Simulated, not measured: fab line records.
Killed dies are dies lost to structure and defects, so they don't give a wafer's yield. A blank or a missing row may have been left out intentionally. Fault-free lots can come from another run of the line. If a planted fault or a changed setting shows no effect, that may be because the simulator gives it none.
fab line records	flow rit-cmos
record: lots: 5	wafers: 15	last-day: 7
route steps=202 shown CONTACT@178 M1@184
lots that met no fault: taken from a fault-free run of the same line
start-h: start of the lot's first displayed wafer, in hours after the record's first day	wait-h: time in hours since the lot's previous step	" the same as in the row above	L1.1+2: one row covering several wafers at once	- value missing, or start not given	* or withheld: withheld	< > ~ a bound
route shown NAME@n: NAME is a module with steps in the file, n the number in the route of the first one	usual: average and standard deviation across the fault-free wafers	same: alike in all rows	chamber/n: place in a boat	sites: readings site by site	_std_site: standard deviation across them	_edge_site: inner sites' mean taken away from outer sites' mean	radius-mm: for every site, how far away it sits from the centre of the wafer	mask NAME#n: copy n	behind: tool/chamber where the wafer was last shaped	hold: what put the lot on hold/how long, in hours/how the hold closed	device: whichever transistor did not switch (one of n, p or np)	end of line: tests of these same wafers at the route's end	a step without rows: its recipe alone	killed: the dies lost at the first sort to structure and to defects; this is not the yield of the wafer	map: per-die view of a wafer (x killed, . not killed, _ where there is no die)
set.NAME: the setting that was run; set.NAME@STEP: the one run at that earlier step	model.NAME: the simulator's own value behind a step, which no gauge read
lots at some steps of the route; a table a step, a row a wafer
services: a tool's chamber out of use, with start hour (start-h, from the record's first day; less than 0 if before it), hours out, and reason
== steps ==
step: RIT_CONTACT_HARDBAKE_10
recipe: resist: NOVOLAK	temp-c: 140	time-s: 60
step: RIT_CONTACT_ETCH_11
recipe: target-depth-a: 4800	over-etch-frac: 0.2	stop-on: TiSi2	chemistry: CHF3/CF4/Ar	target: SiO2	CHF3_flow_sccm: 50	cf4-flow-sccm: 10	Ar_flow_sccm: 100	O2_flow_sccm: 5	pressure-mtorr: 100	rf-w: 200	time-s: 320
usual: drypump-motor-current-A: 5.7/0.45	oes-product-au: 0.994/0.016	throttle-valve-pct: 8.90/0.14
lot.wafer	tool	chamber	start-h	wait-h	drypump-motor-current-A	oes-product-au	rf-hours-counter-h	throttle-valve-pct
L786.2	rie-diel-04	3	55.79	0.1	6.5	1.005	17	9.02
L786.3	"	2	"	"	5.5	0.982	1	8.90
L786.5	"	3	"	"	6.5	1.012	-	9.01
L789.1	rie-diel-01	2	71.57	0.1	5.2	0.981	112	8.84
L789.2	"	1	"	"	5.3	0.992	72	8.79
L789.6	"	0	"	"	5.7	0.959	-	8.67
L793.1	rie-diel-01	2	89.01	0.1	5.2	0.993	113	8.85
L793.2	"	1	"	"	5.3	0.994	73	8.77
L793.5	"	0	"	"	5.7	0.969	-	8.67
L808.1	rie-diel-01	0	164.44	0.1	5.7	0.958	111	8.67
L808.3	"	3	"	"	4.9	0.983	1	8.88
L808.6	"	1	"	"	5.3	0.996	-	8.80
L809.1	rie-diel-02	2	172.89	0.1	6.2	1.000	16	8.88
L809.2	"	1	"	"	5.2	0.975	68	8.72
L809.6	"	0	"	"	6.3	1.011	-	9.18
step: RIT_CONTACT_STRIP_12
recipe: chemistry: O2	time-s: 180	resist: NOVOLAK	platen-temp-c: withheld	power-w: 500	pressure-mtorr: 4000	o2-flow-sccm: 4000
usual: drypump-motor-current-A: 5.4/0.49
lot.wafer	tool	chamber	start-h	wait-h	drypump-motor-current-A	rf-hours-counter-h
L786.2	plasma-asher-02	0	55.98	0.1	5.9	40
L786.3	"	1	"	"	6.0	-
L786.5	"	0	"	"	5.9	-
L789.1	plasma-asher-02	1	71.77	0.1	6.0	42
L789.2	"	0	"	"	5.9	42
L789.6	"	0	"	"	5.9	-
L793.1	plasma-asher-01	0	89.20	0.1	5.4	47
L793.2	"	1	"	"	4.8	47
L793.5	"	1	"	"	4.8	-
L808.1	plasma-asher-01	1	164.64	0.1	4.8	56
L808.3	"	1	"	"	4.8	-
L808.6	"	0	"	"	5.4	-
L809.1	plasma-asher-03	0	173.08	0.1	5.0	56
L809.2	"	1	"	"	5.9	56
L809.6	"	0	"	"	5.0	-
step: RIT_CONTACT_CD_MEAS_90
recipe: target-cd-nm: 1000
usual: cd-nm: 999.5/2.1
lot.wafer	tool	chamber	start-h	wait-h	cd-nm
L786.2	cd-sem-02	-	56.18	0.1	1001.0
L786.3	"	-	"	"	1000.7
L786.5	"	-	"	"	1001.2
L789.1	cd-sem-01	-	71.94	0.1	997.9
L789.2	"	-	"	"	998.0
L789.6	"	-	"	"	999.3
L793.1	cd-sem-01	-	89.38	0.1	997.8
L793.2	"	-	"	"	998.6
L793.5	"	-	"	"	998.1
L808.1	cd-sem-02	-	164.81	0.1	1003.1
L808.3	"	-	"	"	1001.6
L808.6	"	-	"	"	1001.6
L809.1	cd-sem-01	-	173.26	0.1	997.6
L809.2	"	-	"	"	999.7
L809.6	"	-	"	"	997.9
step: RIT_CONTACT_CLEAN_13
recipe: chemistry: SC1	mix: 3:3:50	time-s: 600	temp-c: 75
step: RIT_CONTACT_CLEAN_14
recipe: chemistry: SC2	mix: 3:3:50	time-s: 600	temp-c: 75	dry: n2-spin
step: RIT_M1_SPUTTER_00
recipe: material: Al	target-thk-nm: 400	power-w: 2000	chamber-pressure-pa: 0.4	gas: Ar	time-s: 500	substrate-temp-c: 25
usual: chamber-pressure-pa: 0.4001/0.00082	throttle-valve-pct: 30.1/1.2
lot.wafer	tool	chamber	start-h	wait-h	chamber-pressure-pa	throttle-valve-pct
L786.2	pvd-sputter-02	-	56.64	0.0	0.4000	28.6
L786.3	"	-	"	"	0.3998	29.8
L786.5	"	-	"	"	0.4013	28.7
L789.1	pvd-sputter-02	-	72.41	0.0	0.3997	28.8
L789.2	"	-	"	"	0.4002	31.1
L789.6	"	-	"	"	0.4003	31.1
L793.1	pvd-sputter-02	-	89.85	0.0	0.3994	28.7
L793.2	"	-	"	"	0.4000	29.0
L793.5	"	-	"	"	0.4001	29.9
L808.1	pvd-sputter-02	-	165.30	0.0	0.4001	28.4
L808.3	"	-	"	"	0.3995	28.6
L808.6	"	-	"	"	0.3995	31.1
L809.1	pvd-sputter-01	-	173.73	0.0	0.4002	30.2
L809.2	"	-	"	"	0.4016	31.6
L809.6	"	-	"	"	0.4018	31.6
step: RIT_M1_RS_MEAS_01
recipe: thk-meas-gauge: four-point-probe	reads: Al_of_M1_SPUTTER_00
usual: M1_AL_RS: 0.0733/0.0007
lot.wafer	tool	chamber	start-h	wait-h	M1_AL_RS[ohm/sq]
L786.2	film-metro-02	-	56.96	0.2	0.0733
L786.3	"	-	"	"	0.0731
L786.5	"	-	"	"	0.0728
L789.1	film-metro-03	-	72.71	0.1	0.0749
L789.2	"	-	"	"	0.0743
L789.6	"	-	"	"	0.0743
L793.1	film-metro-03	-	90.14	0.1	0.0740
L793.2	"	-	"	"	0.0722
L793.5	"	-	"	"	0.0727
L808.1	film-metro-02	-	165.59	0.1	0.0739
L808.3	"	-	"	"	0.0725
L808.6	"	-	"	"	0.0716
L809.1	film-metro-02	-	174.02	0.1	0.0739
L809.2	"	-	"	"	0.0740
L809.6	"	-	"	"	0.0734
step: RIT_M1_THK_MEAS_02
recipe: thk-meas-gauge: xrf	reads: Al_of_M1_SPUTTER_00
usual: M1_AL_THK: 416/4.5
lot.wafer	tool	chamber	start-h	wait-h	M1_AL_THK[nm]
L786.2	film-metro-02	-	57.07	0.1	415
L786.3	"	-	"	"	417
L786.5	"	-	"	"	419
L789.1	film-metro-03	-	72.83	0.1	406
L789.2	"	-	"	"	410
L789.6	"	-	"	"	408
L793.1	film-metro-03	-	90.26	0.1	411
L793.2	"	-	"	"	421
L793.5	"	-	"	"	418
L808.1	film-metro-02	-	165.71	0.1	415
L808.3	"	-	"	"	420
L808.6	"	-	"	"	428
L809.1	film-metro-02	-	174.14	0.1	412
L809.2	"	-	"	"	413
L809.6	"	-	"	"	412
step: RIT_M1_HMDS_03
recipe: prime-time-s: 61.49	prime-temp-c: 140
step: RIT_M1_COAT_04
recipe: resist: NOVOLAK	spin-rpm: 2000	resist-thk-nm: 1300
step: RIT_M1_SOFTBAKE_05
recipe: resist: NOVOLAK	temp-c: 90	time-s: 60
step: RIT_M1_EXPOSE_06
recipe: mask-id: M12	na: 0.6	source-shape: conventional	sigma-outer: 0.5	target-cd-nm: 2600	dose-mj: 250
same: sigma-outer: 0.5
lot.wafer	tool	chamber	start-h	wait-h	mask
L786.2+3+5	iline-stepper-01	0	57.59	0.1	M12#0
L789.1+2+6	iline-stepper-02	0	73.46	0.2	M12#0
L793.1+2+5	iline-stepper-02	0	90.90	0.2	M12_R1#0
L808.1+3+6	iline-stepper-01	0	166.22	0.1	M12#0
L809.1+2+6	iline-stepper-01	0	174.65	0.1	M12#0
step: RIT_M1_PEB_07
recipe: resist: NOVOLAK	temp-c: withheld	time-s: withheld
step: RIT_M1_DEVELOP_08
recipe: resist: NOVOLAK	develop-time-s: 68	dev-temp-c: 23
step: RIT_M1_CD_MEAS_09
recipe: target-cd-nm: 2600
usual: cd-nm: 2599.7/2.1
lot.wafer	tool	chamber	start-h	wait-h	cd-nm
L786.2	cd-sem-02	-	58.02	-	2597.8
L786.3	"	-	"	"	2597.7
L786.5	"	-	"	"	2596.1
L789.1	cd-sem-02	-	73.89	-	2597.3
L789.2	"	-	"	"	2597.6
L789.6	"	-	"	"	2598.7
L793.1	cd-sem-01	-	91.37	-	2246.4
L793.2	"	-	"	"	2248.3
L793.5	"	-	"	"	2247.9
L808.1	cd-sem-02	-	166.65	-	2598.7
L808.3	"	-	"	"	2600.4
L808.6	"	-	"	"	2600.0
L809.1	cd-sem-02	-	175.08	-	2600.4
L809.2	"	-	"	"	2602.3
L809.6	"	-	"	"	2601.4
step: RIT_M1_OVL_MEAS_10
usual: M1_OVL: -0.3/1.4
lot.wafer	tool	chamber	start-h	wait-h	M1_OVL[nm]
L786.2	overlay-01	-	58.12	0.1	2.1
L786.3	"	-	"	"	1.1
L786.5	"	-	"	"	2.3
L789.1	overlay-02	-	74.01	0.1	-1.3
L789.2	"	-	"	"	-1.7
L789.6	"	-	"	"	-3.3
L793.1	overlay-02	-	91.49	0.1	-2.3
L793.2	"	-	"	"	-2.7
L793.5	"	-	"	"	-0.7
L808.1	overlay-01	-	166.77	0.1	1.0
L808.3	"	-	"	"	-2.5
L808.6	"	-	"	"	1.1
L809.1	overlay-02	-	175.20	0.1	0.0
L809.2	"	-	"	"	0.2
L809.6	"	-	"	"	0.2
step: RIT_M1_HARDBAKE_11
recipe: resist: NOVOLAK	temp-c: 140	time-s: 120
step: RIT_M1_METAL_ETCH_12
recipe: stop-on: SiO2	chemistry: Cl2/BCl3	target: Al	time-s: 165	over-etch-frac: 0.4697	pressure-mtorr: 100	target-depth-a: 6000	rf-w: 250	Cl2_flow_sccm: 60	bcl3-flow-sccm: 50
usual: drypump-motor-current-A: 5.7/0.32	oes-product-au: 0.785/0.014	throttle-valve-pct: 8.30/0.095
lot.wafer	tool	chamber	start-h	wait-h	drypump-motor-current-A	oes-product-au	rf-hours-counter-h	throttle-valve-pct	model.M1.cd-nm
L786.2	rie-metal-02	1	58.56	0.2	5.3	0.777	1	8.42	2598
L786.3	"	0	"	"	5.5	0.763	-	8.13	2598
L786.5	"	0	"	"	5.5	0.758	-	8.15	2596
L789.1	rie-metal-02	1	74.30	0.2	5.3	0.770	1	8.42	2600
L789.2	"	0	"	"	5.5	0.758	1	8.12	2599
L789.6	"	0	"	"	5.5	0.759	-	8.13	2600
L793.1	rie-metal-04	1	91.78	0.2	5.4	0.784	3	8.34	2249
L793.2	"	0	"	"	6.0	0.777	3	8.27	2249
L793.5	"	1	"	"	5.4	0.796	-	8.35	2250
L808.1	rie-metal-02	1	167.06	0.2	5.3	0.772	2	8.42	2602
L808.3	"	0	"	"	5.5	0.770	-	8.13	2602
L808.6	"	0	"	"	5.5	0.777	-	8.12	2602
L809.1	rie-metal-01	1	175.58	0.2	6.2	0.781	0	8.33	2602
L809.2	"	0	"	"	6.0	0.774	0	8.32	-
L809.6	"	0	"	"	6.0	0.781	-	8.33	2600
step: RIT_M1_STRIP_13
recipe: chemistry: nmp	resist: NOVOLAK	temp-c: 80	time-s: 600	dry: n2-spin
step: RIT_M1_PROBE_99
usual: defect-limited-yield: 97.5/1.1	killed_at_M0_to_M3: 0/0	killed-at-front-end: 6.6/2.9	killed-dies: 6.6/3	killed-on-rim: 1.7/1.4	killed-open: 3.4/2	killed-short: 3.2/2	sort_bin_3_pad_short: 0.1/0.23	sort_bin_5_function: 1.4/0.78	sort_bin_6_memory: 1.0/0.65	sort-n-pass: 257.4/3	sort-yield-pct: 97.5/1.1
same: gross-dies: 264	killed_at_M4_up: 0	killed-at-back-side: 0	killed-at-contacts: 0	killed-at-other: 0
lot.wafer	tool	chamber	start-h	wait-h	defect-limited-yield[%]	killed_at_M0_to_M3	killed-at-front-end	killed-dies	killed-on-rim	killed-open	killed-short	sort_bin_3_pad_short[%]	sort_bin_5_function[%]	sort_bin_6_memory[%]	sort-n-pass	sort-yield-pct[%]	model.etest.m1.width-nm	model.etest.tester.sort-n-pass	model.etest.tester.sort-yield-pct	model.etest.tester.sort_bin_5_pct	model.etest.nmos_0p15.junction-log10-a-um	model.etest.nmos-narrow.off-log10-a-um	model.etest.nmos_0p3.off-log10-a-um	model.etest.gate-end-array.leak-log10-a-um
L786.2	prober-01	-	60.86	0.1	95.8	0	11	11	2	3	8	0.4	2.3	1.5	253.0	95.8	2600	253	95.83	2.273	-13.56	-12.99	-12.92	-12.85
L786.3	prober-01	-	60.91	0.2	95.5	0	12	12	4	7	5	0	2.7	1.9	252.0	95.5	2603	252	95.45	2.652	-13.54	-13.24	-12.9	-12.75
L786.5	prober-01	-	61.01	0.2	98.1	0	5	5	3	2	3	0	0.8	1.1	259.0	98.1	2605	259	98.11	0.7576	-13.5	-13.15	-13.01	-12.93
L789.1	prober-01	-	76.55	0.1	95.8	0	11	11	6	6	5	0.4	2.7	1.1	253.0	95.8	2602	253	95.83	2.652	-13.56	-13.03	-12.83	-12.72
L789.2	prober-01	-	76.60	0.1	99.2	0	2	2	1	2	0	0	0.8	0	262.0	99.2	2601	262	99.24	0.7576	-13.61	-13.05	-12.93	-12.77
L789.6	prober-01	-	76.80	0.2	98.1	0	5	5	1	2	3	0	0.8	1.1	259.0	98.1	2596	259	98.11	0.7576	-13.56	-13.14	-12.9	-12.78
L793.1	prober-01	-	94.04	0.1	90.9	20	4	24	17	2	2	0	8.3	0.8	240.0	90.9	2246	240	90.91	8.333	-11.89	-11.87	-11.87	-11.61
L793.2	prober-01	-	94.09	0.1	89.4	22	6	28	18	3	3	0	9.8	0.8	236.0	89.4	2248	236	89.39	9.848	-12.03	-12.01	-12	-11.74
L793.5	prober-01	-	94.24	0.2	86.0	29	8	37	26	4	4	0	13.3	0.8	227.0	86.0	2246	227	85.98	13.26	-12.19	-12.16	-12.14	-11.96
L808.1	prober-02	-	169.31	0.1	97.7	0	6	6	0	1	5	0.4	0.8	1.1	258.0	97.7	2600	258	97.73	0.7576	-13.39	-12.96	-12.63	-12.37
L808.3	prober-02	-	169.41	0.2	96.6	0	9	9	2	2	7	0.4	1.9	1.1	255.0	96.6	2599	255	96.59	1.894	-13.8	-13	-12.84	-12.66
L808.6	prober-02	-	169.56	0.2	97.0	0	8	8	2	3	5	0.4	1.5	1.1	256.0	97.0	2602	256	96.97	1.515	-13.5	-13.09	-12.87	-12.7
L809.1	prober-01	-	177.83	0.1	96.2	0	10	10	1	6	4	0.4	0.8	2.7	254.0	96.2	2599	254	96.21	0.7576	-13.74	-13.14	-13.03	-12.86
L809.2	prober-01	-	177.88	0.1	94.7	0	14	14	8	3	11	0.8	3.8	0.8	250.0	94.7	2607	250	94.7	3.788	-13.64	-13.09	-13.05	-12.75
L809.6	prober-01	-	178.08	0.2	98.1	0	5	5	3	3	2	0	1.1	0.8	259.0	98.1	2604	259	98.11	1.136	-13.53	-13.3	-13.12	-12.95
killed by level:class
L786.2 GATE:geometric-particle:short=2 REOX:geometric-particle:short=2 SPACER:geometric-particle:short=2 FOX1:geometric-particle:short=1 FOX2:geometric-particle:short=1 GATE:geometric-particle:open=1 REOX:geometric-particle:open=1 SPACER:geometric-particle:open=1
L786.3 FOX1:geometric-particle:open=3 GATE:geometric-particle:open=3 FOX1:geometric-particle:short=2 ACTIVE:geometric-particle:short=1 GATE:geometric-particle:short=1 REOX:geometric-particle:open=1 REOX:geometric-particle:short=1
L786.5 SPACER:geometric-particle:short=2 GATE:geometric-particle:short=1 GATE:geometric-particle:open=1 SPACER:geometric-particle:open=1
L789.1 GATE:geometric-particle:short=3 SPACER:geometric-particle:open=3 FOX1:geometric-particle:short=1 FOX2:geometric-particle:open=1 GATE:geometric-particle:open=1 REOX:geometric-particle:open=1 SILICIDE:geometric-particle:short=1
L789.2 FOX1:geometric-particle:open=1 GATE:geometric-particle:open=1
L789.6 FOX1:geometric-particle:open=1 GATE:geometric-particle:short=1 REOX:geometric-particle:short=1 SPACER:geometric-particle:open=1 SPACER:geometric-particle:short=1
L793.1 M1:area-expose=20 SPACER:geometric-particle:open=2 FOX2:geometric-particle:short=1 SPACER:geometric-particle:short=1
L793.2 M1:area-expose=22 SILICIDE:geometric-particle:open=3 SPACER:geometric-particle:short=2 SILICIDE:geometric-particle:short=1
L793.5 M1:area-expose=29 REOX:geometric-particle:open=3 SPACER:geometric-particle:short=2 FOX2:geometric-particle:short=1 GATE:geometric-particle:short=1 SILICIDE:geometric-particle:open=1
L808.1 GATE:geometric-particle:short=2 FOX2:geometric-particle:short=1 GATE:geometric-particle:open=1 SPACER:geometric-particle:short=1 SILICIDE:geometric-particle:short=1
L808.3 GATE:geometric-particle:short=2 ACTIVE:geometric-particle:short=1 FOX2:geometric-particle:open=1 FOX2:geometric-particle:short=1 GATE:geometric-particle:open=1 REOX:geometric-particle:short=1 SPACER:geometric-particle:short=1 SILICIDE:geometric-particle:short=1
L808.6 GATE:geometric-particle:short=3 FOX1:geometric-particle:short=1 FOX1:geometric-particle:open=1 REOX:geometric-particle:open=1 SPACER:geometric-particle:open=1 SILICIDE:geometric-particle:short=1
L809.1 GATE:geometric-particle:open=2 SPACER:geometric-particle:open=2 SILICIDE:geometric-particle:short=2 FOX2:geometric-particle:open=1 GATE:geometric-particle:short=1 SPACER:geometric-particle:short=1 SILICIDE:geometric-particle:open=1
L809.2 GATE:geometric-particle:short=3 FOX1:geometric-particle:short=2 SPACER:geometric-particle:short=2 SILICIDE:geometric-particle:open=2 ACTIVE:geometric-particle:short=1 FOX1:geometric-particle:open=1 FOX2:geometric-particle:short=1 REOX:geometric-particle:short=1
L809.6 SPACER:geometric-particle:open=2 FOX1:geometric-particle:short=1 REOX:geometric-particle:open=1 SILICIDE:geometric-particle:short=1
map L793.5 (x killed, . not)
________....x.._______
_____.x...........____
____..............x___
___.x.............xx__
__..................._
__.................x._
_..................x.x
_x...................x
_.........x........x.x
_x....................
__x...............x.._
__x..x.xx...........x_
___x....x..........x__
____x.....x....x..x___
_____.x.......xx.x____
________...xxxx_______
map L789.1 (x killed, . not)
________......x_______
_____.............____
____...............___
___.................__
__..................._
__.x................._
_xx.x..........x......
_.....................
_....................x
_.....................
__.............x....._
__.........x........._
___...............x.__
____..............x___
_____.............____
________......._______
== services ==
tool	chamber	start-h	hours	kind
rie-diel-01	-	37.07	14.6	pm
plasma-asher-02	-	43.47	2.2	repair
rie-diel-04	-	46.44	2.8	pm
pvd-sputter-01	-	61.90	32.4	repair
rie-metal-02	0	64.13	9.0	repair
plasma-asher-03	-	68.20	8.0	repair
iline-stepper-01	-	75.87	4.3	pm
rie-diel-01	3	76.00	-	clean
plasma-asher-01	-	90.33	1.3	repair
rie-diel-01	1	91.97	6.0	repair
rie-diel-01	0	99.73	3.7	repair
rie-metal-04	0	104.10	11.0	repair
pvd-sputter-02	-	105.31	2.0	repair
pvd-sputter-01	-	107.00	4.5	repair
rie-diel-01	-	108.20	0.7	repair
plasma-asher-02	-	108.75	9.0	pm
rie-diel-01	1	123.27	3.6	repair
rie-diel-02	-	128.31	1.4	repair
rie-diel-02	2	131.29	5.3	repair
rie-diel-01	2	132.34	2.6	repair
plasma-asher-02	-	135.05	4.4	repair
rie-metal-01	-	136.12	20.0	pm
iline-stepper-02	-	139.38	1.7	pm
iline-stepper-01	-	144.70	1.7	pm
== key ==
first-sign: step: RIT_M1_EXPOSE_06	reading: mask	direction: changed
effect: step: RIT_M1_CD_MEAS_09	reading: cd-nm	direction: down	sigmas: 99+	usual: 2599.7	struck: 2247.5
effect: step: RIT_M1_PROBE_99	reading: killed_at_M0_to_M3	direction: up	sigmas: 24	usual: 0	struck: 23.7
model-effect: step: RIT_M1_METAL_ETCH_12	value: M1.cd-nm	without: 2599	struck: 2249
model-effect: step: RIT_M1_PROBE_99	value: etest.m1.width-nm	without: 2597	struck: 2247
more-kills-born-at: RIT_M1_EXPOSE_06@iline-stepper-02: 71
met-at RIT_M1_EXPOSE_06
struck-wafers L793.1,L793.2,L793.5
onset-between 73.46 90.90
fault: kind: wrong-mask	tool: any	chamber: -	onset-h: 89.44	steps: RIT_M1_EXPOSE_06	aux-copy: M12_R1#0	cd-offset-nm: -350	scope: struck-lots-only
